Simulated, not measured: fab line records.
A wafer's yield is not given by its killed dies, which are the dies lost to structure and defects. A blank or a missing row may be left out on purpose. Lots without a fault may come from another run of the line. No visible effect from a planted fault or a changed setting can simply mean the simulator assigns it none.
A struck lot beside a sound one / flow rit-cmos / 18 out of 202 route steps
Sound: the wafers L666.3, L666.4, L666.5. Struck: wafers L676.2, L676.3, L676.4. At the end, the cause is stated.
Each step with rows lists, per side, the tool, then ch with its chambers, then its first start. Under that, the readings that differ: sound wafers / struck wafers / difference of the means / sigmas: that difference in standard deviations of wafers without a fault.
alike: same words and numbers on both sides, and readings whose means sit less than 2 such deviations apart. not compared: any withheld reading, any reading some wafer has no value for, any bound like >300 that may hide the same value, and any number with overlapping values for which the record gives no deviation.
Wherever a step has rows on one side only, a row that says differs or no value, or a row with sigmas, the two part there. Numbers that have no deviation but don't overlap get no sigmas and don't part them. A reading missing from all wafers of one side parts the sides only when that side holds two or more wafers.

first, 1 step without rows for these wafers: RIT_PLDD_IMPLANT_08.
RIT_PLDD_STRIP_09: strips in O2, time 180 s.
  sound on plasma-asher-03 ch 0,1, day 4 11:34; struck on plasma-asher-03 ch 0,1, day 6 09:40
  alike: drypump-motor-current-A, o2-flow-sccm
  not compared: rf-hours-counter-h
RIT_PLDD_TW_MEAS_10:
  sound on film-metro-01, day 4 11:42; struck on film-metro-04, day 6 09:52
  alike: PLDD_TW
then, 4 steps without rows for these wafers: RIT_SPACER_CLEAN_00 (cleans in SC1, time 600 s); RIT_SPACER_CLEAN_01 (cleans in dHF, time 30 s); RIT_SPACER_CLEAN_02 (cleans in SC2, time 600 s); RIT_SPACER_CVD_03 (deposits Si3N4 from SiH2Cl2/NH3, target thk 250 nm, time 3300 s).
RIT_SPACER_THK_MEAS_04:
  sound on film-metro-04, day 4 14:05; struck on film-metro-01, day 6 12:12
  alike: SPACER_NITRIDE_THK
RIT_SPACER_ETCHBACK_05: etches Si3N4 in SF6/CHF3, stops on SiO2, target depth 250 nm, time 240 s.
  sound on rie-diel-02 ch 0,1,2, day 4 14:07; struck on rie-diel-01 ch 0,2,3, day 6 12:15
  alike: drypump-motor-current-A, oes-product-au, throttle-valve-pct
  not compared: rf-hours-counter-h
then, 3 steps without rows for these wafers: RIT_NSD_HMDS_00 (prime time 60 s); RIT_NSD_COAT_01 (resist thk 1000 nm); RIT_NSD_SOFTBAKE_02 (time 60 s).
RIT_NSD_EXPOSE_03: exposes mask M9, target cd 40700 nm.
  sound on iline-stepper-01 ch 0, day 4 14:53; struck on iline-stepper-02 ch 0, day 6 13:00
reading=model.NSD.overlay-x-nm (nm); sound=0.2332 0.2332 0.2332; struck=418.2 418.2 418.2; difference=+418.0; sigmas=
  alike: mask, focus-offset-nm
then, 2 steps without rows for these wafers: RIT_NSD_PEB_04; RIT_NSD_DEVELOP_05 (develop time 50 s).
RIT_NSD_OVL_MEAS_06:
  sound on overlay-01, day 4 15:15; struck on overlay-02, day 6 13:23
reading=NSD_OVL (nm); sound=0.1 0.3 0.1; struck=419.9 419.5 417.7; difference=+418.9; sigmas=+99 or more
then, 1 step without rows for these wafers: RIT_NSD_HARDBAKE_07 (time 60 s).
RIT_M1_PROBE_99:
  sound on prober-02, day 5 02:08; struck on prober-02, day 6 23:26
reading=model.etest.select-edge-diode-n.over-limit; sound=0 0 0; struck=1 1 1; difference=+1; sigmas=
  alike: killed_at_M0_to_M3, killed-at-front-end, killed-dies, killed-open, killed-short

== WHERE THEY PART ==
RIT_NSD_OVL_MEAS_06 only, going by this record. Later steps at which nothing parts them and some readings are alike: RIT_M1_PROBE_99.

WHY: whatever the simulator had introduced
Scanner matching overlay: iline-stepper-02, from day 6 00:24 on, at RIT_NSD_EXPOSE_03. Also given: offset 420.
